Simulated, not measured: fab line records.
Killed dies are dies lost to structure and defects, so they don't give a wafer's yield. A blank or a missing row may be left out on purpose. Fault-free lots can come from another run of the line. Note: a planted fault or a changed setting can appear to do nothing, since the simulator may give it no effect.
Comparing a struck lot with a sound one	flow ritCmos	18 steps out of a route of 202
Sound: the wafers L758.3, L758.5, L758.6. Wafers L767.1, L767.5, L767.6 were the ones struck. The cause comes at the end.
Per side, at each step with rows, come the tool, then ch with its chambers, and then its first start. Under that, the readings that differ: sound wafers	struck wafers	difference of the means	sigmas: that difference in standard deviations of wafers without a fault.
alike: same words and numbers on both sides, and readings whose means sit less than 2 such deviations apart. not compared: any withheld reading, any reading some wafer has no value for, any bound like >300 that may hide the same value, and any number with overlapping values for which the record gives no deviation.
Wherever a step has rows on one side only, a row that says differs or no value, or a row with sigmas, the two part there. When numbers do not overlap yet have no deviation, they are printed without sigmas and do not part them. Lack of a reading on every wafer of one side parts them only where that side has two or more wafers.

first, 3 steps without rows for these wafers: RIT_ACTIVE_CLEAN_16 (cleans in dHF, time 30 s); RIT_ACTIVE_CLEAN_17 (cleans in SC2, time 600 s); RIT_FOX1_OXIDATION_00 (target thk 350.7 nm, ox time 1130 s).
RIT_FOX1_THK_MEAS_01:
  sound: filmMetro-01 at day 1 23:23; struck: filmMetro-03 at day 3 18:57
  alike: FOX1_OXIDE_THK
then, 2 steps without rows for these wafers: RIT_FOX1_WET_ETCH_02 (etches SiO2 in BOE, target depth 350 nm, time 390 s); RIT_FOX2_OXIDATION_00 (target thk 350.7 nm, ox time 1130 s).
RIT_FOX2_THK_MEAS_01:
  sound: filmMetro-03 at day 2 01:07; struck: filmMetro-03 at day 3 20:28
  alike: FOX2_OXIDE_THK
then, 2 steps without rows for these wafers: RIT_FOX2_CLEAN_02 (cleans in dHF, time 180 s); RIT_FOX2_WET_ETCH_03 (etches Si3N4 in H3PO4, target depth 195 nm, time 2700 s).
RIT_FOX2_THK_MEAS_90:
  sound: filmMetro-03 at day 2 02:07; struck: filmMetro-03 at day 3 21:25
  alike: FIELD_OXIDE_LEFT_1_THK
then, 2 steps without rows for these wafers: RIT_NWELL_HMDS_00 (prime time 60 s); RIT_NWELL_COAT_01 (resist thk 1300 nm).
RIT_NWELL_SOFTBAKE_02: time 60 s.
  sound on lithoTrack-02 ch 0, day 2 02:45; struck on lithoTrack-01 ch 0, day 3 21:46
reading	sound	struck	difference	sigmas
heaterPowerTotalW (W)	34.59 34.49 34.59	32.67 32.60 32.59	-1.94	-40
plateTempC (C)	90.10 90.09 90.20	86.33 86.54 86.32	-3.73	-29
  alike: resistLineTempC
then, 2 steps without rows for these wafers: RIT_NWELL_EXPOSE_03 (exposes mask M2, target cd 43900 nm); RIT_NWELL_PEB_04.
RIT_NWELL_DEVELOP_05: develop time 68 s.
  sound: lithoTrack-02 ch 0; struck: lithoTrack-01 ch 0
reading	sound	struck	difference	sigmas
model.NOVOLAK_of_NWELL_COAT_01.thkNm (nm)	1303 1296 1299	1316 1316 1315	+16	
  alike: resistLineTempC
RIT_NWELL_OVL_MEAS_06:
  sound: overlay-01 at day 2 03:25; struck: overlay-02 at day 3 22:21
  alike: NWELL_OVL
RIT_M1_PROBE_99:
  sound: prober-02 at day 3 16:28; struck: prober-01 at day 5 10:42
  alike: killedAtContacts, killedAtFrontEnd, killedDies, killedOpen, killedShort

WHERE THEY PART
Only at RIT_NWELL_SOFTBAKE_02, within this record. Later steps at which nothing parts them and some readings are alike: RIT_NWELL_DEVELOP_05, RIT_NWELL_OVL_MEAS_06, RIT_M1_PROBE_99.

WHY: what the simulator had put in
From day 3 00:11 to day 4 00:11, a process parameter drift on lithoTrack-01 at RIT_NWELL_SOFTBAKE_02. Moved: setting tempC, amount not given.
